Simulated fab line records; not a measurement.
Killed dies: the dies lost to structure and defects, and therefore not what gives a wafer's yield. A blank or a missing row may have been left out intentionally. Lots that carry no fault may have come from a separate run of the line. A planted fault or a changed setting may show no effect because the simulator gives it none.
fab line records -- flow berkeley_cmos170 -- part 2 of 2: steps 27 to 38 of 38
record lots=5, wafers=15, last_day=11
route steps=331 shown PVT@122 GATE@125 FIELD@126 PLDD@145 NLDD@158
lots that met no fault: taken from a fault-free run of the same line
start_h: hours from the record's opening day to when the first of the lot's shown wafers began -- wait_h: time in hours since the lot's previous step -- " as in the row above -- L1.1+2: several wafers, shown together as one row -- - no value, or no start was given -- * or withheld: withheld -- < > ~ a bound
route shown NAME@n: a module of which the file shows steps, and the number in the route of the first -- usual: average and standard deviation across the fault-free wafers -- same: alike in all rows -- chamber/n: place in a boat -- sites: each site's reading -- _std_site: the standard deviation of these -- _edge_site: mean of outer sites minus mean of inner sites -- radius_mm: for every site, how far away it sits from the centre of the wafer -- mask NAME#n: copy n -- behind: the most recent tool/chamber to have shaped the wafer -- hold: why the lot went on hold/how many hours it stayed there/how the hold came to an end -- device: transistor that didn't switch, given as n, p or np -- end of line: the route-end tests of the same wafers -- a step given without rows: its recipe and nothing more -- killed: count of dies lost to structure and defects at first sort (not the wafer's yield) -- map: a wafer's dies, x killed, . not, _ none there
set.NAME: the setting the step ran with; set.NAME@STEP: the setting that earlier step ran with -- model.NAME: the simulator's own value behind a step, which no gauge read
lots at some steps of the route; a table a step, a row a wafer
services: when a tool's chamber went out of use (start_h, in hours from the record's first day, below 0 if earlier), for how many hours, and the reason
## steps
# step UCB170_PLDD_EXPOSE_03
# recipe mask_id=PSELECT, na=0.5, sigma_outer=0.6, source_shape=conventional, target_cd_nm=1200, dose_mj=30
# usual exposure_dose_mJ_cm2=29.983/0.028, reticle_temp_C=23.01/0.11
lot.wafer,tool,chamber,start_h,wait_h,mask,exposure_dose_mJ_cm2,reticle_temp_C
L074.4,krf_scanner-02,0,122.92,0.3,PSELECT#0,29.998,23.05
L074.5,krf_scanner-02,0,122.92,0.3,PSELECT#0,29.975,23.10
L074.6,krf_scanner-02,0,122.92,0.3,PSELECT#0,29.980,22.96
L081.2,krf_scanner-01,0,156.02,0.2,PSELECT#0,29.987,22.75
L081.3,krf_scanner-01,0,156.02,0.2,PSELECT#0,29.978,22.92
L081.6,krf_scanner-01,0,156.02,0.2,PSELECT#0,30.008,22.93
L084.2,krf_scanner-01,0,180.76,0.4,PSELECT#0,30.005,22.92
L084.3,krf_scanner-01,0,180.76,0.4,PSELECT#0,29.947,23.07
L084.6,krf_scanner-01,0,180.76,0.4,PSELECT#0,30.027,23.15
L085.1,krf_scanner-01,0,180.86,0.5,PSELECT#0,30.038,23.06
L085.3,krf_scanner-01,0,180.86,0.5,PSELECT#0,30.018,23.04
L085.4,krf_scanner-01,0,180.86,0.5,PSELECT#0,30.015,23.23
L096.1,krf_scanner-01,0,232.43,0.2,PSELECT#0,29.917,23.18
L096.5,krf_scanner-01,0,232.43,0.2,PSELECT#0,29.925,23.01
L096.6,krf_scanner-01,0,232.43,0.2,PSELECT#0,29.979,23.01
# step UCB170_PLDD_PEB_04
# recipe peb_temp_c=130, peb_time_s=withheld, resist=KrF
lot.wafer,tool,chamber,start_h,wait_h
L074.4+5+6,litho_track-01,0,123.08,0.1
L081.2+3+6,litho_track-04,0,156.34,0.3
L084.2+3+6,litho_track-01,0,181.03,0.3
L085.1+3+4,litho_track-04,0,181.18,0.3
L096.1+5+6,litho_track-02,0,232.54,0.1
# step UCB170_PLDD_DEVELOP_05
# recipe developer=TMAH, develop_time_s=45, resist=KrF, dev_temp_c=21
lot.wafer,tool,chamber,start_h,wait_h
L074.4+5+6,litho_track-01,0,-,-
L081.2+3+6,litho_track-04,0,-,-
L084.2+3+6,litho_track-01,0,-,-
L085.1+3+4,litho_track-04,0,-,-
L096.1+5+6,litho_track-02,0,-,-
# step UCB170_PLDD_CD_MEAS_06
# recipe target_cd_nm=1200
# usual cd_nm=1199.7/1.3
lot.wafer,tool,chamber,start_h,wait_h,cd_nm
L074.4,cd_sem-02,-,123.34,-,1196.1
L074.5,cd_sem-02,-,123.34,-,1197.9
L074.6,cd_sem-02,-,123.34,-,1198.4
L081.2,cd_sem-01,-,156.61,-,1200.3
L081.3,cd_sem-01,-,156.61,-,1199.4
L081.6,cd_sem-01,-,156.61,-,1200.7
L084.2,cd_sem-02,-,181.32,-,1200.6
L084.3,cd_sem-02,-,181.32,-,1201.0
L084.6,cd_sem-02,-,181.32,-,1201.3
L085.1,cd_sem-01,-,181.53,-,1202.0
L085.3,cd_sem-01,-,181.53,-,1201.0
L085.4,cd_sem-01,-,181.53,-,1201.0
L096.1,cd_sem-01,-,232.82,-,1200.8
L096.5,cd_sem-01,-,232.82,-,1199.9
L096.6,cd_sem-01,-,232.82,-,1200.8
# step UCB170_PLDD_OVL_MEAS_07
# usual PLDD_OVL=4/5.8
lot.wafer,tool,chamber,start_h,wait_h,PLDD_OVL[nm]
L074.4,overlay-02,-,123.42,0.1,5
L074.5,overlay-02,-,123.42,0.1,7
L074.6,overlay-02,-,123.42,0.1,5
L081.2,overlay-02,-,156.72,0.1,0
L081.3,overlay-02,-,156.72,0.1,-3
L081.6,overlay-02,-,156.72,0.1,0
L084.2,overlay-01,-,181.43,0.1,-5
L084.3,overlay-01,-,181.43,0.1,-4
L084.6,overlay-01,-,181.43,0.1,3
L085.1,overlay-02,-,181.65,0.1,19
L085.3,overlay-02,-,181.65,0.1,6
L085.4,overlay-02,-,181.65,0.1,14
L096.1,overlay-01,-,232.94,0.1,0
L096.5,overlay-01,-,232.94,0.1,6
L096.6,overlay-01,-,232.94,0.1,-1
# step UCB170_PLDD_IMPLANT_08
# recipe species=BF2, dose_cm2=5e+13, energy_kev=10, tilt_deg=7, rotation_deg=0
lot.wafer,tool,chamber,start_h,wait_h
L074.4+5+6,implanter-02,0,123.51,0.1
L081.2+3+6,implanter-02,0,156.77,0.0
L084.2+3+6,implanter-02,0,181.48,0.0
L085.1+3+4,implanter-01,0,181.74,0.1
L096.1+5+6,implanter-03,0,232.98,0.0
# step UCB170_PLDD_IMPLANT_09
# recipe species=BF2, dose_cm2=5e+13, energy_kev=10, tilt_deg=7, rotation_deg=180
lot.wafer,tool,chamber,start_h,wait_h
L074.4+5+6,implanter-02,0,123.66,0.1
L081.2+3+6,implanter-02,0,156.92,0.1
L084.2+3+6,implanter-02,0,181.63,0.1
L085.1+3+4,implanter-01,0,181.89,0.1
L096.1+5+6,implanter-03,0,233.13,0.1
# step UCB170_PLDD_STRIP_10
# recipe chemistry=O2, power_w=400, pressure_mtorr=3500, platen_temp_c=withheld, o2_flow_sccm=400, overash_fraction=0.5
# usual drypump_motor_current_A=5.2/0.34, oes_product_au=0.734/0.0042, strip_time_to_endpoint_s=21.65/0.068
lot.wafer,tool,chamber,start_h,wait_h,drypump_motor_current_A,oes_product_au,rf_hours_counter_h,strip_time_to_endpoint_s
L074.4,plasma_asher-04,1,123.77,0.1,5.5,0.739,-,21.68
L074.5,plasma_asher-04,0,123.77,0.1,4.7,0.730,-,21.67
L074.6,plasma_asher-04,1,123.77,0.1,5.5,0.737,-,21.71
L081.2,plasma_asher-04,1,157.05,0.1,5.5,0.730,40,21.61
L081.3,plasma_asher-04,0,157.05,0.1,4.7,0.732,-,21.56
L081.6,plasma_asher-04,0,157.05,0.1,4.7,0.732,-,21.54
L084.2,plasma_asher-02,1,181.76,0.1,5.6,0.736,50,21.67
L084.3,plasma_asher-02,1,181.76,0.1,5.6,0.731,-,21.75
L084.6,plasma_asher-02,0,181.76,0.1,5.1,0.740,-,21.67
L085.1,plasma_asher-03,1,182.04,0.1,5.2,0.732,48,21.57
L085.3,plasma_asher-03,0,182.04,0.1,5.4,0.730,-,21.57
L085.4,plasma_asher-03,1,182.04,0.1,5.2,0.737,-,21.58
L096.1,plasma_asher-04,0,233.28,0.1,4.7,0.739,48,21.81
L096.5,plasma_asher-04,1,233.28,0.1,5.5,0.734,-,21.76
L096.6,plasma_asher-04,0,233.28,0.1,4.7,0.734,-,21.77
# step UCB170_PLDD_TW_MEAS_11
# usual PLDD_TW=1017/5.2
lot.wafer,tool,chamber,start_h,wait_h,PLDD_TW
L074.4,film_metro-02,-,123.87,0.1,1018
L074.5,film_metro-02,-,123.87,0.1,1018
L074.6,film_metro-02,-,123.87,0.1,1020
L081.2,film_metro-03,-,157.16,0.1,1013
L081.3,film_metro-03,-,157.16,0.1,1017
L081.6,film_metro-03,-,157.16,0.1,1014
L084.2,film_metro-01,-,181.87,0.1,1012
L084.3,film_metro-01,-,181.87,0.1,1012
L084.6,film_metro-01,-,181.87,0.1,1007
L085.1,film_metro-03,-,182.14,0.1,1015
L085.3,film_metro-03,-,182.14,0.1,1019
L085.4,film_metro-03,-,182.14,0.1,1019
L096.1,film_metro-01,-,233.38,0.1,1021
L096.5,film_metro-01,-,233.38,0.1,1020
L096.6,film_metro-01,-,233.38,0.1,1023
# step UCB170_PLDD_CLEAN_12
# recipe chemistry=SPM, temp_c=120, time_s=600
# usual temp_c=120.03/0.15
lot.wafer,tool,chamber,start_h,wait_h,temp_c
L074.4,wet_bench-03,0,124.54,0.7,120.06
L074.5,wet_bench-03,0,124.54,0.7,120.11
L074.6,wet_bench-03,0,124.54,0.7,120.00
L081.2,wet_bench-03,1,157.21,0.0,119.89
L081.3,wet_bench-03,1,157.21,0.0,119.95
L081.6,wet_bench-03,1,157.21,0.0,120.16
L084.2,wet_bench-02,0,181.92,0.0,120.12
L084.3,wet_bench-02,0,181.92,0.0,120.08
L084.6,wet_bench-02,0,181.92,0.0,120.21
L085.1,wet_bench-01,0,182.20,0.1,120.19
L085.3,wet_bench-01,0,182.20,0.1,120.19
L085.4,wet_bench-01,0,182.20,0.1,120.03
L096.1,wet_bench-01,0,233.44,0.1,119.77
L096.5,wet_bench-01,0,233.44,0.1,120.01
L096.6,wet_bench-01,0,233.44,0.1,120.01
# step UCB170_NLDD_HMDS_00
# recipe prime_time_s=60, prime_temp_c=100
lot.wafer,tool,chamber,start_h,wait_h
L074.4+5+6,litho_track-01,0,124.97,0.3
L081.2+3+6,litho_track-01,0,157.41,0.0
L084.2+3+6,litho_track-02,0,182.50,0.4
L085.1+3+4,litho_track-03,0,182.53,0.1
L096.1+5+6,litho_track-03,0,233.97,0.4
# step UCB170_NLDD_COAT_01
# recipe resist=KrF, spin_rpm=1500, resist_thk_nm=900
# usual spin_speed_rpm=1500.0/0.91
lot.wafer,tool,chamber,start_h,wait_h,spin_speed_rpm
L074.4,litho_track-01,0,125.12,0.1,1499.6
L074.5,litho_track-01,0,125.12,0.1,1501.7
L074.6,litho_track-01,0,125.12,0.1,1499.7
L081.2,litho_track-01,0,157.56,0.1,1499.6
L081.3,litho_track-01,0,157.56,0.1,1499.8
L081.6,litho_track-01,0,157.56,0.1,1500.6
L084.2,litho_track-02,0,182.65,0.1,1497.2
L084.3,litho_track-02,0,182.65,0.1,1499.2
L084.6,litho_track-02,0,182.65,0.1,1498.3
L085.1,litho_track-03,0,182.68,0.1,1500.8
L085.3,litho_track-03,0,182.68,0.1,1500.8
L085.4,litho_track-03,0,182.68,0.1,1500.7
L096.1,litho_track-03,0,234.12,0.1,1501.0
L096.5,litho_track-03,0,234.12,0.1,1500.4
L096.6,litho_track-03,0,234.12,0.1,1500.0
## services
tool,chamber,start_h,hours,kind
implanter-01,-,102.39,5.3,pm
krf_scanner-01,-,105.94,0.8,pm
implanter-03,-,107.69,96.0,repair
plasma_asher-01,-,108.81,9.0,pm
implanter-01,-,108.90,0.9,repair
plasma_asher-02,-,118.50,8.3,repair
krf_scanner-01,-,124.92,4.0,pm
krf_scanner-02,-,125.51,3.4,repair
rie_si-01,-,130.72,0.1,repair
krf_scanner-02,-,131.72,1.3,pm
krf_scanner-02,-,138.45,0.8,pm
plasma_asher-01,-,169.14,2.3,repair
furnace-01,-,170.79,3.6,pm
krf_scanner-02,-,179.53,1.8,repair
krf_scanner-01,-,190.64,4.4,pm
furnace-03,-,195.06,3.7,pm
plasma_asher-03,-,199.18,10.5,repair
krf_scanner-02,-,205.30,0.8,pm
rie_si-01,-,208.32,0.1,repair
krf_scanner-01,-,212.05,1.3,pm
implanter-01,-,219.62,3.5,repair
lpcvd-01,-,220.78,2.8,pm
plasma_asher-04,-,231.83,1.4,repair
krf_scanner-02,-,232.31,1.0,pm
